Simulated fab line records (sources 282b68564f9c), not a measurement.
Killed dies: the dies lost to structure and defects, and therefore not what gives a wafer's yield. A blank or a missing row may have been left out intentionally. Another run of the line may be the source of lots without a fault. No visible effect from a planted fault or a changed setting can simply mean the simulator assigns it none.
fab line records ; flow rit_cmos
record: lots: 6; wafers: 18; last_day: 7
route steps=202 shown PWELL@44 WELLDRIVE@50 NWELL@51 NRETRO@53
lots untouched by any fault: they come from a run of this same line in which no faults occurred
start_h: start of the lot's first displayed wafer, in hours after the record's first day ; wait_h: time in hours since the lot's previous step ; " repeats the value in the row above ; L1.1+2: one row covering several wafers at once ; - no value, or no start given ; * or withheld: withheld ; < > ~ a bound
route shown NAME@n: a module of which the file shows steps, and the number in the route of the first ; usual: mean/standard deviation taken from wafers without a fault ; same: alike in all rows ; chamber/n: place in a boat ; sites: each site's reading ; _std_site: standard deviation across them ; _edge_site: the outer-site mean with the inner-site mean subtracted ; radius_mm: for every site, how far away it sits from the centre of the wafer ; mask NAME#n: copy n ; behind: the tool/chamber that last shaped the wafer ; hold: why the lot was held/for how many hours/how that ended ; device: which transistor (n, p or np) failed to switch ; end of line: the tests these same wafers got at the end of their route ; a step without rows: its recipe alone ; killed: count of dies lost to structure and defects at first sort (not the wafer's yield) ; map: the dies of a wafer, with x for killed, . for not killed, _ for no die there
set.NAME: the setting that was run; set.NAME@STEP: the one run at that earlier step ; model.NAME: the simulator's own value behind a step, which no gauge read
lots at some steps of the route; a table a step, a row a wafer
services: the hour from which a tool's chamber was out of use, counted from the record's first day as start_h (under 0 if before that day), plus the number of hours and why
== steps ==
step: RIT_PWELL_DEVELOP_05
recipe: resist: NOVOLAK; develop_time_s: 68; dev_temp_c: 23
step: RIT_PWELL_OVL_MEAS_06
usual: PWELL_OVL: -0.5/1.5
lot.wafer;tool;chamber;start_h;wait_h;PWELL_OVL[nm]
L107.1;overlay-01;-;22.22;-;-2.3
L107.2;overlay-01;-;22.22;-;-2.8
L107.3;overlay-01;-;22.22;-;-2.0
L120.1;overlay-02;-;86.76;-;0.9
L120.3;overlay-02;-;86.76;-;2.2
L120.6;overlay-02;-;86.76;-;1.5
L121.2;overlay-02;-;95.36;-;-2.2
L121.5;overlay-02;-;95.36;-;-2.1
L121.6;overlay-02;-;95.36;-;-1.1
L125.1;overlay-01;-;113.89;-;-2.3
L125.3;overlay-01;-;113.89;-;-0.4
L125.6;overlay-01;-;113.89;-;1.2
L128.1;overlay-02;-;129.84;-;-1.5
L128.4;overlay-02;-;129.84;-;-1.0
L128.5;overlay-02;-;129.84;-;-1.3
L129.3;overlay-02;-;134.33;-;-0.4
L129.4;overlay-02;-;134.33;-;-0.1
L129.6;overlay-02;-;134.33;-;-2.3
step: RIT_PWELL_HARDBAKE_07
recipe: resist: NOVOLAK; temp_c: 140; time_s: 120
step: RIT_PWELL_IMPLANT_08
recipe: species: B; energy_kev: 170; dose_cm2: 7e+13; tilt_deg: 7
step: RIT_PWELL_STRIP_09
recipe: chemistry: O2; time_s: 180; resist: NOVOLAK; platen_temp_c: withheld; power_w: 500; pressure_mtorr: 4000; o2_flow_sccm: 4000
usual: drypump_motor_current_A: 6.0/0.46
lot.wafer;tool;chamber;start_h;wait_h;drypump_motor_current_A;rf_hours_counter_h
L107.1;plasma_asher-04;0;22.65;0.1;5.4;38
L107.2;plasma_asher-04;1;22.65;0.1;5.1;38
L107.3;plasma_asher-04;1;22.65;0.1;5.1;-
L120.1;plasma_asher-02;1;87.20;0.1;5.8;44
L120.3;plasma_asher-02;1;87.20;0.1;5.7;-
L120.6;plasma_asher-02;1;87.20;0.1;5.7;-
L121.2;plasma_asher-01;1;95.79;0.1;6.2;30
L121.5;plasma_asher-01;0;95.79;0.1;5.8;-
L121.6;plasma_asher-01;1;95.79;0.1;6.3;-
L125.1;plasma_asher-01;1;114.33;0.1;6.3;32
L125.3;plasma_asher-01;1;114.33;0.1;6.3;-
L125.6;plasma_asher-01;1;114.33;0.1;6.2;-
L128.1;plasma_asher-02;0;130.27;0.1;6.6;48
L128.4;plasma_asher-02;1;130.27;0.1;5.7;-
L128.5;plasma_asher-02;0;130.27;0.1;6.6;-
L129.3;plasma_asher-01;1;134.81;0.1;6.2;-
L129.4;plasma_asher-01;0;134.81;0.1;5.9;-
L129.6;plasma_asher-01;0;134.81;0.1;5.8;-
step: RIT_PWELL_TW_MEAS_10
usual: PWELL_TW: 944/6.1
lot.wafer;tool;chamber;start_h;wait_h;PWELL_TW
L107.1;film_metro-03;-;22.83;0.1;943
L107.2;film_metro-03;-;22.83;0.1;947
L107.3;film_metro-03;-;22.83;0.1;954
L120.1;film_metro-01;-;87.37;0.1;945
L120.3;film_metro-01;-;87.37;0.1;942
L120.6;film_metro-01;-;87.37;0.1;940
L121.2;film_metro-03;-;95.97;0.1;956
L121.5;film_metro-03;-;95.97;0.1;954
L121.6;film_metro-03;-;95.97;0.1;953
L125.1;film_metro-01;-;114.52;0.1;940
L125.3;film_metro-01;-;114.52;0.1;943
L125.6;film_metro-01;-;114.52;0.1;945
L128.1;film_metro-03;-;130.45;0.1;948
L128.4;film_metro-03;-;130.45;0.1;949
L128.5;film_metro-03;-;130.45;0.1;950
L129.3;film_metro-02;-;134.95;0.1;958
L129.4;film_metro-02;-;134.95;0.1;953
L129.6;film_metro-02;-;134.95;0.1;951
step: RIT_WELLDRIVE_ANNEAL_00
recipe: temp_c: 1100; time_s: 14700; ambient: N2
step: RIT_WELLDRIVE_RS_MEAS_01
recipe: thk_meas_gauge: four-point-probe
usual: NWELL_RS: 275.6/0.91
lot.wafer;tool;chamber;start_h;wait_h;NWELL_RS[ohm/sq]
L107.1;film_metro-03;-;28.12;0.0;274.5
L107.2;film_metro-03;-;28.12;0.0;274.6
L107.3;film_metro-03;-;28.12;0.0;274.8
L120.1;film_metro-01;-;92.65;0.0;275.6
L120.3;film_metro-01;-;92.65;0.0;275.3
L120.6;film_metro-01;-;92.65;0.0;275.8
L121.2;film_metro-01;-;101.14;0.0;276.3
L121.5;film_metro-01;-;101.14;0.0;277.2
L121.6;film_metro-01;-;101.14;0.0;276.2
L125.1;film_metro-02;-;119.66;0.0;274.8
L125.3;film_metro-02;-;119.66;0.0;274.7
L125.6;film_metro-02;-;119.66;0.0;276.1
L128.1;film_metro-01;-;135.77;0.0;277.5
L128.4;film_metro-01;-;135.77;0.0;275.7
L128.5;film_metro-01;-;135.77;0.0;276.4
L129.3;film_metro-03;-;141.68;0.0;275.4
L129.4;film_metro-03;-;141.68;0.0;274.6
L129.6;film_metro-03;-;141.68;0.0;275.4
step: RIT_WELLDRIVE_RS_MEAS_02
recipe: thk_meas_gauge: four-point-probe
usual: PWELL_RS: 429.4/1.1
lot.wafer;tool;chamber;start_h;wait_h;PWELL_RS[ohm/sq]
L107.1;film_metro-03;-;28.24;0.1;430.5
L107.2;film_metro-03;-;28.24;0.1;429.1
L107.3;film_metro-03;-;28.24;0.1;430.9
L120.1;film_metro-01;-;92.77;0.1;430.6
L120.3;film_metro-01;-;92.77;0.1;430.1
L120.6;film_metro-01;-;92.77;0.1;429.7
L121.2;film_metro-01;-;101.26;0.1;427.8
L121.5;film_metro-01;-;101.26;0.1;428.0
L121.6;film_metro-01;-;101.26;0.1;426.7
L125.1;film_metro-02;-;119.78;0.1;427.9
L125.3;film_metro-02;-;119.78;0.1;429.0
L125.6;film_metro-02;-;119.78;0.1;428.7
L128.1;film_metro-01;-;135.89;0.1;431.4
L128.4;film_metro-01;-;135.89;0.1;429.5
L128.5;film_metro-01;-;135.89;0.1;429.4
L129.3;film_metro-03;-;141.80;0.1;429.1
L129.4;film_metro-03;-;141.80;0.1;428.4
L129.6;film_metro-03;-;141.80;0.1;428.7
step: RIT_NRETRO_HMDS_00
recipe: prime_time_s: 60; prime_temp_c: 140
step: RIT_NRETRO_COAT_01
recipe: resist: NOVOLAK; spin_rpm: 2000; resist_thk_nm: 1300
step: RIT_NRETRO_SOFTBAKE_02
recipe: resist: NOVOLAK; temp_c: 90; time_s: 60
step: RIT_NRETRO_EXPOSE_03
recipe: mask_id: M4; na: 0.57; target_cd_nm: 43900; dose_mj: 250
usual: exposure_dose_mJ_cm2: 249.96/0.23; focus_offset_nm: 0.0/0.55; reticle_temp_C: 23.00/0.097
lot.wafer;tool;chamber;start_h;wait_h;mask;exposure_dose_mJ_cm2;focus_offset_nm;reticle_temp_C
L107.1;iline_stepper-02;0;28.81;0.1;M4#0;250.02;0.9;23.15
L107.2;iline_stepper-02;0;28.81;0.1;M4#0;249.62;0.1;23.17
L107.3;iline_stepper-02;0;28.81;0.1;M4#0;249.79;0.4;22.89
L120.1;iline_stepper-02;-;93.49;0.3;M4#0;-;-;-
L120.3;iline_stepper-02;-;93.49;0.3;M4#0;-;-;-
L120.6;iline_stepper-02;-;93.49;0.3;M4#0;-;-;-
L121.2;iline_stepper-01;-;101.95;0.2;M4#0;-;-;-
L121.5;iline_stepper-01;-;101.95;0.2;M4#0;-;-;-
L121.6;iline_stepper-01;-;101.95;0.2;M4#0;-;-;-
L125.1;iline_stepper-01;0;120.35;0.1;M4#0;249.92;-0.1;22.86
L125.3;iline_stepper-01;0;120.35;0.1;M4#0;250.05;-0.3;22.90
L125.6;iline_stepper-01;0;120.35;0.1;M4#0;249.87;0.3;23.03
L128.1;iline_stepper-02;0;136.46;0.1;M4#0;250.27;0.7;22.78
L128.4;iline_stepper-02;0;136.46;0.1;M4#0;250.12;0.2;22.90
L128.5;iline_stepper-02;0;136.46;0.1;M4#0;249.98;-0.4;23.01
L129.3;iline_stepper-01;0;142.50;0.2;M4#0;250.22;0.2;23.11
L129.4;iline_stepper-01;0;142.50;0.2;M4#0;250.53;1.2;23.08
L129.6;iline_stepper-01;0;142.50;0.2;M4#0;250.23;0.2;23.02
step: RIT_NRETRO_PEB_04
recipe: resist: NOVOLAK; temp_c: withheld; time_s: withheld
== services ==
tool;chamber;start_h;hours;kind
plasma_asher-01;-;12.17;14.6;pm
plasma_asher-02;-;34.92;0.8;repair
iline_stepper-01;-;42.90;2.1;pm
iline_stepper-01;-;44.98;-;consumable_replace:lamp
iline_stepper-02;-;68.03;1.7;pm
iline_stepper-01;-;93.41;1.7;pm
plasma_asher-04;-;108.75;9.0;pm
plasma_asher-04;0;108.75;9.0;vent_cycle
plasma_asher-04;1;108.75;9.0;vent_cycle
plasma_asher-04;0;117.75;-;clean
plasma_asher-04;1;117.75;-;clean
plasma_asher-04;-;135.51;1.5;repair
iline_stepper-01;-;135.73;3.9;repair
== key ==
first_sign: step: RIT_NRETRO_EXPOSE_03; reading: tool_record; direction: missing
effect none on later readings
met_at RIT_NRETRO_EXPOSE_03
struck_wafers L120.1,L120.3,L120.6,L121.2,L121.5,L121.6
sort_left_out L120.1,L120.3,L120.6,L121.2,L121.5,L121.6
tester_left_out L120,L121
onset_between 28.81 93.49
fault: kind: skipped_step_whole; tool: iline_stepper-01,iline_stepper-02; chamber: -; onset_h: 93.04; steps: RIT_NRETRO_EXPOSE_03; scope: struck_lots_only
tester_left_out: of these lots the tester's yield and bins aren't shown, on N5 and GAA mostly nor the transistor test; their killed dies are dies lost to structure and defects alone, not to doping, threshold or leakage, so they don't give the yield
sort_left_out: the simulated sort isn't trusted on such a fault, so these wafers' sort isn't shown, and their yield isn't known
